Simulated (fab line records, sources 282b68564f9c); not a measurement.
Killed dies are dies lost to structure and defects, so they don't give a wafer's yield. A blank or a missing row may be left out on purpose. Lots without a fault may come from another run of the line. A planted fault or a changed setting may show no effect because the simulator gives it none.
Split-lot experiment | flow rit_cmos | 5 lots, 23 wafers read, on a route of 202 steps

THE SPLIT
At RIT_ACTIVE_DEVELOP_10 (develop time 50 s), the setting develop_time_s was moved away from the recipe's 50 s on 10 of the 23 wafers read, by -14.0% to +11.2%. The other wafers ran this setting at the recipe's value.

FROM THE SPLIT TO THE READING: what the file shows between them, 4 steps
- RIT_ACTIVE_CD_MEAS_11: target cd 1400 nm
- RIT_ACTIVE_HARDBAKE_12: time 60 s
- RIT_ACTIVE_ETCH_13: etches Si3N4 in SF6, stops on SiO2, time 210 s, target depth 210 nm
- RIT_ACTIVE_STRIP_14: strips in O2, time 180 s

THE READING
cd_nm, in nm, at RIT_ACTIVE_CD_MEAS_90 (target cd 1400 nm). Fault-free wafers of this fab line usually give 1399.6 nm, standard deviation 2.4 nm.

wafer  | tool, chamber at the split | develop_time_s as run, s | against the recipe | cd_nm, nm | against lot-mates on the recipe
L074.1 | litho_track-04, 0          | 50                       | recipe             | 1391.9    | -
L074.2 | litho_track-04, 0          | 50                       | recipe             | 1393.8    | -
L074.4 | litho_track-04, 0          | 50                       | recipe             | 1394.6    | -
L076.1 | litho_track-04, 0          | 52                       | +4.0%              | 1396.4    | -3.9
L076.2 | litho_track-04, 0          | 50                       | recipe             | 1400.6    | -
L076.3 | litho_track-04, 0          | 50                       | recipe             | 1399.7    | -
L076.5 | litho_track-04, 0          | 52                       | +4.0%              | 1397.5    | -2.8
L076.6 | litho_track-04, 0          | 50                       | recipe             | 1400.6    | -
L080.1 | litho_track-02, 0          | 50                       | recipe             | 1397.2    | -
L080.2 | litho_track-02, 0          | 50                       | recipe             | 1395.7    | -
L080.3 | litho_track-02, 0          | 55.58                    | +11.2%             | 1388.1    | -9.2
L080.4 | litho_track-02, 0          | 55.58                    | +11.2%             | 1387.5    | -9.8
L080.6 | litho_track-02, 0          | 50                       | recipe             | 1399.1    | -
L082.1 | litho_track-04, 0          | 42.98                    | -14.0%             | 1418.1    | +16.5
L082.3 | litho_track-04, 0          | 42.98                    | -14.0%             | 1417.2    | +15.6
L082.4 | litho_track-04, 0          | 50                       | recipe             | 1401.8    | -
L082.5 | litho_track-04, 0          | 42.98                    | -14.0%             | 1417.4    | +15.8
L082.6 | litho_track-04, 0          | 50                       | recipe             | 1401.4    | -
L084.1 | litho_track-04, 0          | 46.23                    | -7.5%              | 1410.0    | +9.9
L084.3 | litho_track-04, 0          | 46.23                    | -7.5%              | 1411.2    | +11.1
L084.4 | litho_track-04, 0          | 50                       | recipe             | 1400.4    | -
L084.5 | litho_track-04, 0          | 46.23                    | -7.5%              | 1408.9    | +8.8
L084.6 | litho_track-04, 0          | 50                       | recipe             | 1399.8    | -

THE FIT
A straight line over all 23 wafers: cd_nm changes by -1.23 nm for each +1% of develop_time_s; r = -0.95; the points scatter about the line by 2.9 nm.
The same after taking each lot's own level away (the mean of its wafers on the recipe; 23 wafers): -1.07 nm for each +1%; r = -0.99; scatter 1.2 nm.
On that fit, the largest move of develop_time_s shifts the reading by 15 nm.
The lots' own levels span 1393.43 to 1401.60 nm, that is 3.4 times the standard deviation above.
So the lot-to-lot level changes the slope: the two fits differ.
Check: with one of the wafers moved furthest among these (-14.0%) left out of the fit, the line predicts +15.4 nm for it against its lot-mates. It came out at +16.5 nm against them.

OTHER SPLITS ON THESE WAFERS
These wafers also went through other splits before the reading. Each is held against what the fit with the lots' levels taken away leaves over:
other split on the same wafers | wafers away from the commonest value | r with cd_nm (lot level and that fit taken away)
RIT_ACTIVE_OXIDATION_01 temp_c | 15                                   | -0.21
RIT_ACTIVE_CVD_03 temp_c       | 18                                   | +0.04

THE WHOLE CHAIN: every reading that the file lists as answering this split, in the file's order
step                  | what it does                                                        | reading                                                       | change (the file's fit)              | r (the file's)
RIT_ACTIVE_CD_MEAS_11 | target cd 1400 nm                                                   | cd_nm                                                         | -1.05 nm for each +1% of the setting | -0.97
RIT_ACTIVE_ETCH_13    | etches Si3N4 in SF6, stops on SiO2, time 210 s, target depth 210 nm | ACTIVE.cd_nm (the simulator's own value, which no gauge read) | -1.05 nm for each +1% of the setting | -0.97
RIT_ACTIVE_CD_MEAS_90 | target cd 1400 nm                                                   | cd_nm                                                         | -1.06 nm for each +1% of the setting | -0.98

THE FILE'S OWN FIT
cd_nm changes by -1.06 nm for each +1% of develop_time_s, r = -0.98.
